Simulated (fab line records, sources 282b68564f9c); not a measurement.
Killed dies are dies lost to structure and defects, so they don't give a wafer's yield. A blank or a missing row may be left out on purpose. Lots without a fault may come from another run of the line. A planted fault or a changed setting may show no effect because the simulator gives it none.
fab line records | flow rit_cmos
record lots=14 wafers=42 last_day=9
route steps=202 shown PWELL@49 NRETRO@59 GATE@81 REOX@102 M1@202
lots that met no fault: from a run of the same line without faults
start_h: hours from the record's first day to the start of the lot's first wafer shown | wait_h: hours since the lot's step before | " the same as in the row above | L1.1+2: a row that stands for several wafers | - no value, or no start given | * or withheld: withheld | < > ~ a bound
route shown NAME@n: a module of which the file shows steps, and the number in the route of the first | usual: mean/standard deviation of fault-free wafers | same: alike in all rows | chamber/n: place in a boat | sites: the reading at each site | _std_site: their standard deviation | _edge_site: outer sites' mean less inner sites' | radius_mm: how far each site lies from the wafer's centre | mask NAME#n: copy n | behind: the tool/chamber that last shaped the wafer | hold: why the lot was held/for how many hours/how that ended | device: the transistor (n, p or np) that didn't switch | end of line: the same wafers' tests at the end of the route | a step without rows: its recipe alone | killed: dies lost to structure and defects at the first sort, not the wafer's yield | map: a wafer's dies, x killed, . not, _ none there
set.NAME: the setting as run; set.NAME@STEP: as run at that earlier step | model.NAME: the simulator's own value behind a step, which no gauge read
steps of the route over a sample of lots; a table a step, a row a wafer
services: from which hour (start_h, from the record's first day; less than 0 if before it) a tool's chamber was out of use, for how many hours, and why
## steps
# step RIT_PWELL_TW_MEAS_10
# usual PWELL_TW=960/4.2
# columns lot.wafer tool chamber start_h wait_h PWELL_TW
L910.2 film_metro-04 - 23.65 0.1 955
L910.3 " - " " 958
L910.5 " - " " 962
L913.1 film_metro-03 - 37.36 0.1 963
L913.4 " - " " 958
L913.6 " - " " 959
L918.1 film_metro-04 - 62.78 0.1 966
L918.3 " - " " 961
L918.4 " - " " 961
L922.2 film_metro-01 - 83.85 0.1 961
L922.3 " - " " 961
L922.4 " - " " 959
L923.2 film_metro-03 - 88.83 0.1 958
L923.3 " - " " 956
L923.4 " - " " 957
L924.2 film_metro-04 - 92.37 0.1 959
L924.3 " - " " 962
L924.4 " - " " 960
L925.1 film_metro-03 - 97.40 0.1 960
L925.2 " - " " 965
L925.3 " - " " 961
L926.2 film_metro-04 - 103.38 0.1 962
L926.3 " - " " 961
L926.4 " - " " 966
L927.2 film_metro-03 - 109.80 0.1 959
L927.4 " - " " 953
L927.6 " - " " 966
L928.3 film_metro-04 - 114.99 0.1 962
L928.4 " - " " 964
L928.5 " - " " 961
L929.3 film_metro-04 - 118.03 0.1 968
L929.5 " - " " 965
L929.6 " - " " 959
L930.2 film_metro-04 - 122.69 0.1 961
L930.3 " - " " 963
L930.6 " - " " 959
L931.1 film_metro-04 - 127.55 0.1 960
L931.3 " - " " 954
L931.6 " - " " 961
L933.1 film_metro-04 - 138.83 0.1 963
L933.2 " - " " 960
L933.4 " - " " 961
# step RIT_NRETRO_OVL_MEAS_06
# usual NRETRO_OVL=1.9/1.3
# columns lot.wafer tool chamber start_h wait_h NRETRO_OVL[nm]
L910.2 overlay-02 - 30.03 - 1.0
L910.3 " - " " 1.5
L910.5 " - " " 2.4
L913.1 overlay-01 - 43.66 - 2.5
L913.4 " - " " 1.9
L913.6 " - " " 3.7
L918.1 overlay-02 - 69.38 - 2.5
L918.3 " - " " 0.1
L918.4 " - " " 0.8
L922.2 overlay-02 - 90.11 - 1.7
L922.3 " - " " -0.2
L922.4 " - " " 2.9
L923.2 overlay-02 - 95.48 - 5.2
L923.3 " - " " 2.5
L923.4 " - " " 4.5
L924.2 overlay-01 - 98.75 - 2.7
L924.3 " - " " 1.0
L924.4 " - " " 2.3
L925.1 overlay-01 - 103.66 - 3.0
L925.2 " - " " 3.2
L925.3 " - " " 3.1
L926.2 overlay-02 - 109.64 - 1.5
L926.3 " - " " 3.5
L926.4 " - " " 2.6
L927.2 overlay-01 - 117.22 - 1.0
L927.4 " - " " -1.1
L927.6 " - " " 2.5
L928.3 overlay-01 - 121.37 - 2.6
L928.4 " - " " 3.8
L928.5 " - " " 3.1
L929.3 overlay-01 - 124.60 - 3.0
L929.5 " - " " 3.3
L929.6 " - " " 2.9
L930.2 overlay-01 - 129.08 - 0.1
L930.3 " - " " 1.8
L930.6 " - " " 1.9
L931.1 overlay-01 - 134.16 - 3.1
L931.3 " - " " 2.7
L931.6 " - " " 1.5
L933.1 overlay-01 - 145.22 - 0.8
L933.2 " - " " 1.6
L933.4 " - " " 2.3
# step RIT_GATE_OXIDATION_05
# recipe temp_c=900 ambient=O2 target_thk_a=30 ox_time_s=270
# usual ox_temp_c=900.0/0.39 zone_power_source_pct=28/4.1
# columns lot.wafer tool chamber start_h wait_h ox_temp_c zone_power_source_pct
L910.2 furnace-02 0 32.82 0.0 899.9 25
L910.3 " 0 " " 899.7 24
L910.5 " 0 " " 900.6 25
L922.2 furnace-03 0 93.31 0.4 900.6 34
L922.3 " 0 " " 900.5 33
L922.4 " 0 " " 900.2 33
L923.2 furnace-03 0 101.79 3.4 900.4 34
L923.3 " 0 " " 900.0 34
L923.4 " 0 " " 899.9 33
L924.2 furnace-03 0 101.79 0.2 899.3 34
L924.3 " 0 " " 900.3 34
L924.4 " 0 " " 899.7 34
L925.1 furnace-01 0 107.05 0.6 900.3 25
L925.2 " 0 " " 899.7 25
L925.3 " 0 " " 899.8 25
L926.2 furnace-02 0 112.36 0.0 900.5 25
L926.3 " 0 " " 899.9 25
L926.4 " 0 " " 899.8 25
L927.2 furnace-03 0 119.93 0.0 900.0 33
L927.4 " 0 " " 900.1 34
L927.6 " 0 " " 900.3 33
L928.3 furnace-02 0 124.17 0.0 899.8 25
L928.4 " 0 " " 899.6 25
L928.5 " 0 " " 900.0 25
L929.3 furnace-02 0 127.30 0.0 900.5 25
L929.5 " 0 " " 899.8 25
L929.6 " 0 " " 900.1 25
L930.2 furnace-01 0 131.97 0.0 900.1 25
L930.3 " 0 " " 900.3 25
L930.6 " 0 " " 899.6 25
L931.1 furnace-01 0 136.89 0.1 899.9 25
L931.3 " 0 " " 900.2 25
L931.6 " 0 " " 900.5 25
L933.1 furnace-01 0 148.26 0.1 900.0 25
L933.2 " 0 " " 899.9 24
L933.4 " 0 " " 900.3 25
L913.1 furnace-02 0 166.54 120.0 899.7 24
L913.4 " 0 " " 899.9 25
L913.6 " 0 " " 900.3 25
L918.1 furnace-02 0 192.22 120.0 900.2 25
L918.3 " 0 " " 900.7 25
L918.4 " 0 " " 900.4 24
# step RIT_REOX_THK_MEAS_04
# recipe reads=SiO2_of_REOX_OXIDATION_03
# usual REOX_OXIDE_THK=25.1/0.47
# columns lot.wafer tool chamber start_h wait_h REOX_OXIDE_THK[nm]
L910.2 film_metro-04 - 40.95 0.0 25.1
L910.3 " - " " 25.2
L910.5 " - " " 24.7
L922.2 film_metro-03 - 101.80 0.0 26.0
L922.3 " - " " 26.0
L922.4 " - " " 26.1
L924.2 film_metro-03 - 110.94 0.0 25.3
L924.3 " - " " 25.2
L924.4 " - " " 24.9
L923.2 film_metro-01 - 111.08 0.0 25.0
L923.3 " - " " 25.2
L923.4 " - " " 25.4
L925.1 film_metro-03 - 114.62 0.0 25.5
L925.2 " - " " 26.1
L925.3 " - " " 25.7
L926.2 film_metro-04 - 120.05 0.0 24.4
L926.3 " - " " 25.0
L926.4 " - " " 24.5
L927.2 film_metro-03 - 127.48 0.0 24.4
L927.4 " - " " 24.7
L927.6 " - " " 24.8
L928.3 film_metro-03 - 131.85 0.0 24.6
L928.4 " - " " 24.9
L928.5 " - " " 24.6
L929.3 film_metro-04 - 134.86 0.0 25.2
L929.5 " - " " 25.1
L929.6 " - " " 25.3
L930.2 film_metro-03 - 140.93 0.0 24.5
L930.3 " - " " 24.8
L930.6 " - " " 24.6
L931.1 film_metro-03 - 144.78 0.0 25.2
L931.3 " - " " 25.0
L931.6 " - " " 25.3
L933.1 film_metro-04 - 156.94 0.0 25.3
L933.2 " - " " 25.4
L933.4 " - " " 25.3
L913.1 film_metro-03 - 174.37 0.0 25.2
L913.4 " - " " 25.2
L913.6 " - " " 24.8
L918.1 film_metro-03 - 200.73 0.0 25.2
L918.3 " - " " 25.0
L918.4 " - " " 25.1
# step RIT_M1_PROBE_99
# usual killed_at_M0_to_M3=0.0/0.14 killed_at_contacts=0.1/0.29 killed_at_front_end=6.3/2.8 killed_dies=6.4/2.8 killed_on_rim=1.8/1.4 killed_open=3.3/1.7 killed_short=3.1/1.9
# same gross_dies=264 killed_at_M4_up=0 killed_at_back_side=0 killed_at_other=0
# columns lot.wafer tool chamber start_h wait_h killed_at_M0_to_M3 killed_at_contacts killed_at_front_end killed_dies killed_on_rim killed_open killed_short
L910.2 prober-01 - 57.86 0.1 0 0 9 9 2 3 6
L910.3 prober-01 - 57.91 0.2 0 0 2 2 0 1 1
L910.5 prober-01 - 58.01 0.2 0 0 9 9 5 5 4
L922.2 prober-01 - 119.26 0.1 0 0 6 6 2 2 4
L922.3 prober-01 - 119.31 0.2 0 0 6 6 1 3 3
L922.4 prober-01 - 119.36 0.2 0 0 5 5 0 2 3
L924.2 prober-02 - 128.72 0.1 0 0 10 10 3 4 6
L924.3 prober-02 - 128.77 0.2 1 0 4 5 2 2 3
L924.4 prober-02 - 128.82 0.2 0 0 9 9 2 4 5
L923.2 prober-01 - 128.73 0.1 0 0 8 8 5 2 6
L923.3 prober-01 - 128.78 0.2 0 0 6 6 3 3 3
L923.4 prober-01 - 128.83 0.2 0 0 6 6 1 3 3
L925.1 prober-02 - 131.16 0.1 0 0 12 12 3 6 6
L925.2 prober-02 - 131.21 0.1 0 0 12 12 5 7 5
L925.3 prober-02 - 131.26 0.2 0 0 13 13 6 6 7
L926.2 prober-01 - 136.54 0.1 0 0 7 7 5 4 3
L926.3 prober-01 - 136.59 0.2 0 0 6 6 1 3 3
L926.4 prober-01 - 136.64 0.2 0 0 5 5 1 4 1
L927.2 prober-02 - 146.39 0.1 0 0 6 6 3 3 3
L927.4 prober-02 - 146.49 0.2 0 1 6 7 3 3 4
L927.6 prober-02 - 146.59 0.2 0 0 6 6 2 1 5
L928.3 prober-01 - 148.48 0.2 0 0 2 2 1 1 1
L928.4 prober-01 - 148.53 0.2 0 0 4 4 1 1 3
L928.5 prober-01 - 148.58 0.2 0 0 6 6 1 3 3
L929.3 prober-02 - 151.52 0.2 0 0 9 9 0 6 3
L929.5 prober-02 - 151.62 0.2 0 0 10 10 3 6 4
L929.6 prober-02 - 151.67 0.2 0 0 6 6 3 2 4
L930.2 prober-01 - 157.52 0.1 0 1 8 9 5 6 3
L930.3 prober-01 - 157.57 0.2 0 0 4 4 3 1 3
L930.6 prober-01 - 157.72 0.2 0 0 8 8 0 5 2
L931.1 prober-02 - 161.38 0.1 0 0 8 8 3 5 3
L931.3 prober-02 - 161.48 0.2 0 0 7 7 2 2 5
L931.6 prober-02 - 161.63 0.2 0 0 2 2 1 1 1
L933.1 prober-02 - 173.59 0.1 0 0 3 3 1 3 0
L933.2 prober-02 - 173.64 0.1 0 0 8 8 1 3 5
L933.4 prober-02 - 173.74 0.2 0 0 13 13 2 6 7
L913.1 prober-02 - 190.97 0.1 0 0 10 10 3 4 6
L913.4 prober-02 - 191.12 0.2 0 0 5 5 0 2 3
L913.6 prober-02 - 191.22 0.2 0 0 8 8 3 5 3
L918.1 prober-01 - 217.41 0.1 0 0 8 8 2 3 4
L918.3 prober-01 - 217.51 0.2 0 1 3 4 1 2 1
L918.4 prober-01 - 217.56 0.2 0 0 7 7 2 2 2
# killed by level:class
L910.2 FOX2:geometric_particle:short=2 SPACER:geometric_particle:short=2 SILICIDE:geometric_particle:open=2 ACTIVE:geometric_particle:short=1 GATE:geometric_particle:short=1 SPACER:geometric_particle:open=1
L910.3 REOX:geometric_particle:short=1 SPACER:geometric_particle:open=1
L910.5 FOX2:geometric_particle:open=2 GATE:geometric_particle:short=2 GATE:geometric_particle:open=1 REOX:geometric_particle:short=1 REOX:geometric_particle:open=1 SPACER:geometric_particle:short=1 SILICIDE:geometric_particle:open=1
L922.2 GATE:geometric_particle:short=2 REOX:geometric_particle:short=1 SPACER:geometric_particle:open=1 SILICIDE:geometric_particle:short=1 SILICIDE:geometric_particle:open=1
L922.3 GATE:geometric_particle:open=2 FOX1:geometric_particle:short=1 FOX1:geometric_particle:open=1 GATE:geometric_particle:short=1 SPACER:geometric_particle:short=1
L922.4 FOX1:geometric_particle:open=1 FOX2:geometric_particle:open=1 GATE:geometric_particle:short=1 REOX:geometric_particle:short=1 SILICIDE:geometric_particle:short=1
L924.2 FOX1:geometric_particle:short=3 GATE:geometric_particle:open=2 FOX1:geometric_particle:open=1 GATE:geometric_particle:short=1 REOX:geometric_particle:short=1 SPACER:geometric_particle:open=1 SILICIDE:geometric_particle:short=1
L923.2 REOX:geometric_particle:short=3 FOX1:geometric_particle:short=1 FOX1:geometric_particle:open=1 GATE:geometric_particle:short=1 SPACER:geometric_particle:short=1 SILICIDE:geometric_particle:open=1
L924.3 FOX1:geometric_particle:short=1 FOX2:geometric_particle:open=1 FOX2:geometric_particle:short=1 GATE:geometric_particle:open=1 M1:geometric_particle:short=1
L923.3 REOX:geometric_particle:short=2 REOX:geometric_particle:open=1 SPACER:geometric_particle:open=1 SPACER:geometric_particle:short=1 SILICIDE:geometric_particle:open=1
L924.4 FOX1:geometric_particle:short=2 FOX1:geometric_particle:open=2 GATE:geometric_particle:short=2 FOX2:geometric_particle:short=1 GATE:geometric_particle:open=1 SPACER:geometric_particle:open=1
L923.4 GATE:geometric_particle:open=3 SPACER:geometric_particle:short=2 SILICIDE:geometric_particle:short=1
L925.1 GATE:geometric_particle:short=5 FOX2:geometric_particle:open=2 SILICIDE:geometric_particle:open=2 FOX1:geometric_particle:open=1 FOX2:geometric_particle:short=1 GATE:geometric_particle:open=1
L925.2 FOX1:geometric_particle:open=2 GATE:geometric_particle:short=2 REOX:geometric_particle:short=2 SPACER:geometric_particle:open=2 FOX1:geometric_particle:short=1 GATE:geometric_particle:open=1 REOX:geometric_particle:open=1 SILICIDE:geometric_particle:open=1
L925.3 GATE:geometric_particle:short=5 GATE:geometric_particle:open=4 FOX1:geometric_particle:short=1 FOX2:geometric_particle:short=1 FOX2:geometric_particle:open=1 SILICIDE:geometric_particle:open=1
L926.2 GATE:geometric_particle:short=3 GATE:geometric_particle:open=2 SILICIDE:geometric_particle:open=2
L926.3 GATE:geometric_particle:short=1 GATE:geometric_particle:open=1 REOX:geometric_particle:open=1 REOX:geometric_particle:short=1 SPACER:geometric_particle:open=1 SILICIDE:geometric_particle:short=1
L926.4 REOX:geometric_particle:open=2 GATE:geometric_particle:short=1 GATE:geometric_particle:open=1 SILICIDE:geometric_particle:open=1
L927.2 GATE:geometric_particle:open=3 FOX2:geometric_particle:short=1 GATE:geometric_particle:short=1 SILICIDE:geometric_particle:short=1
L927.4 GATE:geometric_particle:open=2 FOX1:geometric_particle:open=1 FOX2:geometric_particle:short=1 GATE:geometric_particle:short=1 SILICIDE:geometric_particle:short=1 CONTACT:geometric_particle:short=1
L927.6 REOX:geometric_particle:short=2 FOX1:geometric_particle:short=1 FOX2:geometric_particle:short=1 SILICIDE:geometric_particle:open=1 SILICIDE:geometric_particle:short=1
L928.3 FOX1:geometric_particle:open=1 SPACER:geometric_particle:short=1
L928.4 GATE:geometric_particle:short=2 FOX2:geometric_particle:short=1 GATE:geometric_particle:open=1
L928.5 GATE:geometric_particle:open=2 FOX2:geometric_particle:open=1 FOX2:geometric_particle:short=1 GATE:geometric_particle:short=1 REOX:geometric_particle:short=1
L929.3 GATE:geometric_particle:open=3 GATE:geometric_particle:short=3 SPACER:geometric_particle:open=3
L929.5 GATE:geometric_particle:open=3 GATE:geometric_particle:short=2 SPACER:geometric_particle:open=2 FOX2:geometric_particle:open=1 REOX:geometric_particle:short=1 SILICIDE:geometric_particle:short=1
L929.6 GATE:geometric_particle:short=2 FOX1:geometric_particle:short=1 REOX:geometric_particle:open=1 REOX:geometric_particle:short=1 SPACER:geometric_particle:open=1
L930.2 GATE:geometric_particle:open=2 REOX:geometric_particle:short=2 FOX1:geometric_particle:short=1 REOX:geometric_particle:open=1 SPACER:geometric_particle:open=1 SILICIDE:geometric_particle:open=1 CONTACT:geometric_particle:open=1
L930.3 REOX:geometric_particle:short=2 FOX1:geometric_particle:open=1 SILICIDE:geometric_particle:short=1
L930.6 FOX2:geometric_particle:short=2 FOX2:geometric_particle:open=2 NSD:coat_microbubble_printed=1 FOX1:geometric_particle:open=1 GATE:geometric_particle:open=1 SILICIDE:geometric_particle:open=1
L931.1 SILICIDE:geometric_particle:open=3 SPACER:geometric_particle:short=2 FOX1:geometric_particle:open=1 FOX2:geometric_particle:short=1 SPACER:geometric_particle:open=1
L931.3 FOX2:geometric_particle:short=2 FOX2:geometric_particle:open=1 GATE:geometric_particle:short=1 SPACER:geometric_particle:short=1 SPACER:geometric_particle:open=1 SILICIDE:geometric_particle:short=1
L931.6 FOX2:geometric_particle:open=1 GATE:geometric_particle:short=1
L933.1 GATE:geometric_particle:open=2 REOX:geometric_particle:open=1
L933.2 SPACER:geometric_particle:open=3 SPACER:geometric_particle:short=3 FOX1:geometric_particle:short=1 GATE:geometric_particle:short=1
L933.4 GATE:geometric_particle:short=5 GATE:geometric_particle:open=4 FOX1:geometric_particle:open=1 FOX1:geometric_particle:short=1 REOX:geometric_particle:short=1 SILICIDE:geometric_particle:open=1
L913.1 GATE:geometric_particle:short=4 GATE:geometric_particle:open=4 REOX:geometric_particle:short=1 SPACER:geometric_particle:short=1
L913.4 GATE:geometric_particle:short=2 GATE:geometric_particle:open=1 SPACER:geometric_particle:open=1 SILICIDE:geometric_particle:short=1
L913.6 FOX1:geometric_particle:open=2 SILICIDE:geometric_particle:open=2 FOX1:geometric_particle:short=1 GATE:geometric_particle:open=1 GATE:geometric_particle:short=1 SPACER:geometric_particle:short=1
L918.1 GATE:geometric_particle:short=2 SILICIDE:geometric_particle:short=2 FOX1:geometric_particle:open=1 GATE:geometric_particle:open=1 SILICIDE:geometric_particle:open=1 PLDD:coat_microbubble_printed=1
L918.3 FOX1:geometric_particle:open=1 GATE:geometric_particle:short=1 GATE:geometric_particle:open=1 CONTACT:coat_microbubble_printed=1
L918.4 NSD:coat_microbubble_printed=3 FOX1:geometric_particle:short=1 FOX1:geometric_particle:open=1 GATE:geometric_particle:short=1 GATE:geometric_particle:open=1
## services
# columns tool chamber start_h hours kind
furnace-01 - 9.15 3.5 pm
furnace-02 - 78.14 4.1 pm
## key
first_sign step=RIT_GATE_OXIDATION_05 reading=wait_h direction=changed
effect none on later readings
met_at RIT_GATE_OXIDATION_05
struck_lots L913,L918
struck_wafers L913.1,L913.4,L913.6,L918.1,L918.3,L918.4
tester_left_out L913,L918
not_acting_at RIT_PWELL_TW_MEAS_10,RIT_NRETRO_OVL_MEAS_06,RIT_REOX_THK_MEAS_04
fault kind=queue_time_violation tool=furnace-01,furnace-02,furnace-03 chamber=0 onset_h=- steps=RIT_GATE_OXIDATION_05 delay_hr=120 scope=struck_lots_only
# tester_left_out: of these lots the tester's yield and bins aren't shown, on N5 and GAA mostly nor the transistor test; their killed dies are dies lost to structure and defects alone, not to doping, threshold or leakage, so they don't give the yield
